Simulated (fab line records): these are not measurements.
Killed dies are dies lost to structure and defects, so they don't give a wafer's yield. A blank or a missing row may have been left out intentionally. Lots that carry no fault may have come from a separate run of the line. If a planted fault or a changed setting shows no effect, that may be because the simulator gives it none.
Struck lot and sound lot, side by side ; flow rit_cmos ; 39 out of 202 route steps
Sound: wafers L724.2, L724.4, L724.5. Wafers struck: L729.1, L729.2, L729.5. Last of all comes the cause.
At each step with rows: each side's tool, then ch and its chambers, then its first start. Under that, the readings that differ: sound wafers ; struck wafers ; difference of the means ; sigmas: that difference in standard deviations of wafers without a fault.
alike: a reading whose means differ by less than 2 such deviations, as well as words and numbers matching on both sides. not compared: withheld readings; readings where some wafer has no value; bounds like >300 that might hide an equal value; numbers whose values overlap and for which the record gives no deviation.
The two part at a step that has a row with sigmas, a row that says differs or no value, or rows on one side only. When numbers do not overlap yet have no deviation, they are printed without sigmas and do not part them. Lack of a reading on every wafer of one side parts them only where that side has two or more wafers.

first, 3 steps without rows for these wafers: RIT_GATE_EXPOSE_13 (exposes mask M6, target cd 150 nm); RIT_GATE_PEB_14; RIT_GATE_DEVELOP_15 (develop time 50 s).
RIT_GATE_CD_MEAS_16: the cd target is 150 nm.
  sound: cd_sem-02 at day 3 12:52; struck: cd_sem-02 at day 4 16:10
  alike: cd_nm
RIT_GATE_OVL_MEAS_17:
  sound: overlay-01 at day 3 12:59; struck: overlay-02 at day 4 16:17
  alike: GATE_OVL
then, 1 step without rows for these wafers: RIT_GATE_HARDBAKE_18 (time 60 s).
RIT_GATE_ETCH_19: etches poly-Si in SF6/CHF3/O2, stops on SiO2, time 165 s, target depth 312.5 nm.
  sound on rie_si-02 ch 0,2,3, day 3 13:10; struck on rie_si-01 ch 0,1,3, day 4 16:28
  alike: drypump_motor_current_A, oes_product_au, throttle_valve_pct
  not compared: rf_hours_counter_h
RIT_GATE_STRIP_20: strips in O2, time 180 s.
  sound on plasma_asher-04 ch 0,1, day 3 13:16; struck on plasma_asher-02 ch 0,1, day 4 16:35
  alike: drypump_motor_current_A
  not compared: rf_hours_counter_h
RIT_GATE_CD_MEAS_90: the cd target is 150 nm.
  sound: cd_sem-02 at day 3 13:28; struck: cd_sem-02 at day 4 16:45
  alike: cd_nm
then, 3 steps without rows for these wafers: RIT_REOX_CLEAN_00 (cleans in SC1, time 600 s); RIT_REOX_CLEAN_01 (cleans in dHF, time 30 s); RIT_REOX_CLEAN_02 (cleans in SC2, time 600 s).
RIT_REOX_OXIDATION_03: target thk 25.2 nm, ox time 5580 s.
  sound on furnace-01 ch 0, day 3 14:05; struck on furnace-01 ch 0, day 4 20:06
  alike: tube_center_temp_C_max
RIT_REOX_THK_MEAS_04:
  sound: film_metro-04 at day 3 16:39; struck: film_metro-02 at day 4 22:45
reading;sound;struck;difference;sigmas
REOX_OXIDE_THK (nm);25.7 25.5 26.1;40.1 40.4 39.8;+14.3;+31
then, 6 steps without rows for these wafers: RIT_NLDD_HMDS_00 (prime time 60 s); RIT_NLDD_COAT_01 (resist thk 1000 nm); RIT_NLDD_SOFTBAKE_02 (time 60 s); RIT_NLDD_EXPOSE_03 (exposes mask M7, target cd 40700 nm); RIT_NLDD_PEB_04; RIT_NLDD_DEVELOP_05 (develop time 50 s).
RIT_NLDD_OVL_MEAS_06:
  sound: overlay-01 at day 3 17:43; struck: overlay-02 at day 4 23:50
  alike: NLDD_OVL
then, 2 steps without rows for these wafers: RIT_NLDD_HARDBAKE_07 (time 60 s); RIT_NLDD_IMPLANT_08.
RIT_NLDD_STRIP_09: strips in O2, time 180 s.
  sound on plasma_asher-01 ch 0,1, day 3 18:02; struck on plasma_asher-03 ch 0,1, day 5 00:17
  alike: drypump_motor_current_A
  not compared: rf_hours_counter_h
RIT_NLDD_TW_MEAS_10:
  sound: film_metro-03 at day 3 18:14; struck: film_metro-01 at day 5 00:28
  alike: NLDD_TW
then, 6 steps without rows for these wafers: RIT_PLDD_HMDS_00 (prime time 60 s); RIT_PLDD_COAT_01 (resist thk 1000 nm); RIT_PLDD_SOFTBAKE_02 (time 60 s); RIT_PLDD_EXPOSE_03 (exposes mask M8, target cd 40900 nm); RIT_PLDD_PEB_04; RIT_PLDD_DEVELOP_05 (develop time 50 s).
RIT_PLDD_OVL_MEAS_06:
  sound: overlay-01 at day 3 19:08; struck: overlay-02 at day 5 01:32
  alike: PLDD_OVL
then, 2 steps without rows for these wafers: RIT_PLDD_HARDBAKE_07 (time 60 s); RIT_PLDD_IMPLANT_08.
RIT_PLDD_STRIP_09: strips in O2, time 180 s.
  sound on plasma_asher-01 ch 1, day 3 19:28; struck on plasma_asher-02 ch 0,1, day 5 01:54
  alike: drypump_motor_current_A
  not compared: rf_hours_counter_h
RIT_PLDD_TW_MEAS_10:
  sound: film_metro-04 at day 3 19:39; struck: film_metro-01 at day 5 02:04
  alike: PLDD_TW
RIT_SPACER_CLEAN_00: cleans in SC1, time 600 s.
  sound on wet_bench-04 ch 1, day 3 19:42; struck on wet_bench-03 ch 1, day 5 02:09
reading;sound;struck;difference;sigmas
model.SiO2_of_REOX_OXIDATION_03.thk_nm (nm);23.68 23.56 24.14;36.96 37.28 36.7;+13.19;
then, 1 step without rows for these wafers: RIT_SPACER_CLEAN_01 (cleans in dHF, time 30 s).
RIT_M1_PROBE_99:
  sound: prober-01 at day 4 09:18; struck: prober-01 at day 5 17:43
  alike: killed_at_front_end, killed_dies, killed_open, killed_short

== WHERE THEY PART ==
Only at RIT_REOX_THK_MEAS_04, within this record. Later steps at which nothing parts them and some readings are alike: RIT_NLDD_OVL_MEAS_06, RIT_NLDD_STRIP_09, RIT_NLDD_TW_MEAS_10, RIT_PLDD_OVL_MEAS_06, RIT_PLDD_STRIP_09, RIT_PLDD_TW_MEAS_10, RIT_M1_PROBE_99.

WHY: what the simulator had put in
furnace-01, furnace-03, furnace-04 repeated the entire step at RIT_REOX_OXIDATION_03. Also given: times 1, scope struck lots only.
